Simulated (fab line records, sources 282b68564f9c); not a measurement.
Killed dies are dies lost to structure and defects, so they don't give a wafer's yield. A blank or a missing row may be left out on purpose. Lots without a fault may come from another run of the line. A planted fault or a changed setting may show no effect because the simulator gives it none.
A struck lot beside a sound one | flow rit_cmos | 43 steps out of a route of 202
Sound: wafers L156.2, L156.4, L156.5. Struck: wafers L164.1, L164.2, L164.4. The cause comes at the end.
At each step with rows: each side's tool, then ch and its chambers, then its first start. Under that, the readings that differ: sound wafers | struck wafers | difference of the means | sigmas: that difference in standard deviations of wafers without a fault.
alike: readings whose means differ by less than 2 such deviations, and words and numbers that are the same on both sides. not compared: withheld readings, readings that some wafer has no value for, bounds like >300 that may hide the same value, and numbers for which the record gives no deviation and whose values overlap.
The two part at a step that has a row with sigmas, a row that says differs or no value, or rows on one side only. Numbers that don't overlap but have no deviation are shown without sigmas and don't part them. A reading that every wafer of one side lacks parts them only if that side has two wafers or more.

first, 1 step without rows for these wafers: RIT_SPACER_CVD_03 (deposits Si3N4 from SiH2Cl2/NH3, target thk 250 nm, time 3300 s).
RIT_SPACER_THK_MEAS_04:
  sound on film_metro-03, day 3 14:38; struck on film_metro-04, day 5 10:33
  alike: SPACER_NITRIDE_THK
RIT_SPACER_ETCHBACK_05: etches Si3N4 in SF6/CHF3, stops on SiO2, target depth 250 nm, time 240 s.
  sound on rie_diel-02 ch 1,3, day 3 14:41; struck on rie_diel-03 ch 0,3, day 5 10:37
  alike: drypump_motor_current_A, oes_product_au, throttle_valve_pct
  not compared: rf_hours_counter_h
then, 6 steps without rows for these wafers: RIT_NSD_HMDS_00 (prime time 60 s); RIT_NSD_COAT_01 (resist thk 1000 nm); RIT_NSD_SOFTBAKE_02 (time 60 s); RIT_NSD_EXPOSE_03 (exposes mask M9, target cd 40700 nm); RIT_NSD_PEB_04; RIT_NSD_DEVELOP_05 (develop time 50 s).
RIT_NSD_OVL_MEAS_06:
  sound on overlay-01, day 3 15:52; struck on overlay-02, day 5 11:37
  alike: NSD_OVL
then, 2 steps without rows for these wafers: RIT_NSD_HARDBAKE_07 (time 60 s); RIT_NSD_IMPLANT_08.
RIT_NSD_STRIP_09: strips in O2, time 180 s.
  sound on plasma_asher-01 ch 1, day 3 16:11; struck on plasma_asher-01 ch 0,1, day 5 11:57
  alike: drypump_motor_current_A
  not compared: rf_hours_counter_h
RIT_NSD_TW_MEAS_10:
  sound on film_metro-01, day 3 16:23; struck on film_metro-01, day 5 12:07
  alike: NSD_TW
then, 6 steps without rows for these wafers: RIT_PSD_HMDS_00 (prime time 60 s); RIT_PSD_COAT_01 (resist thk 1000 nm); RIT_PSD_SOFTBAKE_02 (time 60 s); RIT_PSD_EXPOSE_03 (exposes mask M10, target cd 40900 nm); RIT_PSD_PEB_04; RIT_PSD_DEVELOP_05 (develop time 50 s).
RIT_PSD_OVL_MEAS_06:
  sound on overlay-01, day 3 17:17; struck on overlay-01, day 5 13:04
  alike: PSD_OVL
then, 2 steps without rows for these wafers: RIT_PSD_HARDBAKE_07 (time 60 s); RIT_PSD_IMPLANT_08.
RIT_PSD_STRIP_09: strips in O2, time 180 s.
  sound on plasma_asher-02 ch 0,1, day 3 17:37; struck on plasma_asher-02 ch 0,1, day 5 13:37
  alike: drypump_motor_current_A
  not compared: rf_hours_counter_h
RIT_PSD_TW_MEAS_10:
  sound on film_metro-04, day 3 17:48; struck on film_metro-02, day 5 13:47
  alike: PSD_TW
then, 3 steps without rows for these wafers: RIT_SDANNEAL_CLEAN_00 (cleans in SC1, time 600 s); RIT_SDANNEAL_CLEAN_01 (cleans in dHF, time 30 s); RIT_SDANNEAL_CLEAN_02 (cleans in SC2, time 600 s).
RIT_SDANNEAL_RTA_03: time 5 s.
  sound on rtp_anneal-01 ch 0, day 3 18:14; struck on rtp_anneal-01 ch 0, day 5 14:14
  alike: wafer_temp_C_max
RIT_SDANNEAL_RS_MEAS_04: measures by four-point-probe.
  sound on film_metro-02, day 3 18:19; struck on film_metro-02, day 5 14:17
  alike: PSD_RS
RIT_SDANNEAL_RS_MEAS_05: measures by four-point-probe.
  sound on film_metro-02, day 3 18:26; struck on film_metro-02, day 5 14:25
  alike: NSD_RS
RIT_SDANNEAL_RS_MEAS_06: measures by four-point-probe.
  sound on film_metro-02, day 3 18:33; struck on film_metro-02, day 5 14:32
  alike: PLDD_RS
RIT_SDANNEAL_RS_MEAS_07: measures by four-point-probe.
  sound on film_metro-02, day 3 18:40; struck on film_metro-02, day 5 14:39
  alike: NLDD_RS
then, 2 steps without rows for these wafers: RIT_SILICIDE_WET_ETCH_00 (etches SiO2 in BOE, target depth 14 nm, time 15 s); RIT_SILICIDE_SPUTTER_01 (material Ti, target thk 30 nm, time 240 s).
RIT_SILICIDE_RS_MEAS_02: measures by four-point-probe.
  sound on film_metro-03, day 3 18:57; struck on film_metro-01, day 5 14:56
  reading                 | sound          | struck         | difference | sigmas
  SILICIDE_TI_RS (ohm/sq) | 47.7 47.4 48.0 | 49.8 49.1 49.6 | +1.8       | +2
RIT_SILICIDE_THK_MEAS_03: measures by xrf.
  sound on film_metro-03, day 3 19:04; struck on film_metro-01, day 5 15:04
  reading              | sound          | struck         | difference | sigmas
  SILICIDE_TI_THK (nm) | 29.8 30.0 29.4 | 28.6 29.0 28.7 | -1.0       | -2
then, 2 steps without rows for these wafers: RIT_SILICIDE_RTA_04 (time 10 s, ramp up 5 s, ramp down 5 s); RIT_SILICIDE_WET_ETCH_05 (etches Ti in SPM, time 120 s).
RIT_SILICIDE_RTA_06: time 10 s, ramp up 5 s, ramp down 10 s.
  sound on rtp_anneal-01 ch 0, day 3 19:18; struck on rtp_anneal-01 ch 0, day 5 15:14
  alike: wafer_temp_C_max
RIT_CONTACT_CVD_00: deposits SiO2 from TEOS, target thk 400 nm, time 61 s.
  sound on pecvd-02 ch 1,2, day 3 19:21; struck on pecvd-04 ch 1,2, day 5 15:17
  alike: heater_power_w
RIT_CONTACT_THK_MEAS_01:
  sound on film_metro-04, day 3 19:26; struck on film_metro-04, day 5 15:20
  alike: CONTACT_TEOS_THK
RIT_M1_PROBE_99:
  sound on prober-01, day 4 01:50; struck on prober-01, day 5 22:52
  reading             | sound | struck   | difference | sigmas
  killed_at_front_end | 8 7 7 | 43 49 35 | +35        | +12
  killed_dies         | 8 7 7 | 43 49 35 | +35        | +12
  killed_on_rim       | 0 2 0 | 13 7 11  | +10        | +6
  alike: killed_at_contacts, killed_open, killed_short

WHERE THEY PART
First at RIT_SILICIDE_RS_MEAS_02; last, within this record, at RIT_M1_PROBE_99.

WHY: what the simulator had put in
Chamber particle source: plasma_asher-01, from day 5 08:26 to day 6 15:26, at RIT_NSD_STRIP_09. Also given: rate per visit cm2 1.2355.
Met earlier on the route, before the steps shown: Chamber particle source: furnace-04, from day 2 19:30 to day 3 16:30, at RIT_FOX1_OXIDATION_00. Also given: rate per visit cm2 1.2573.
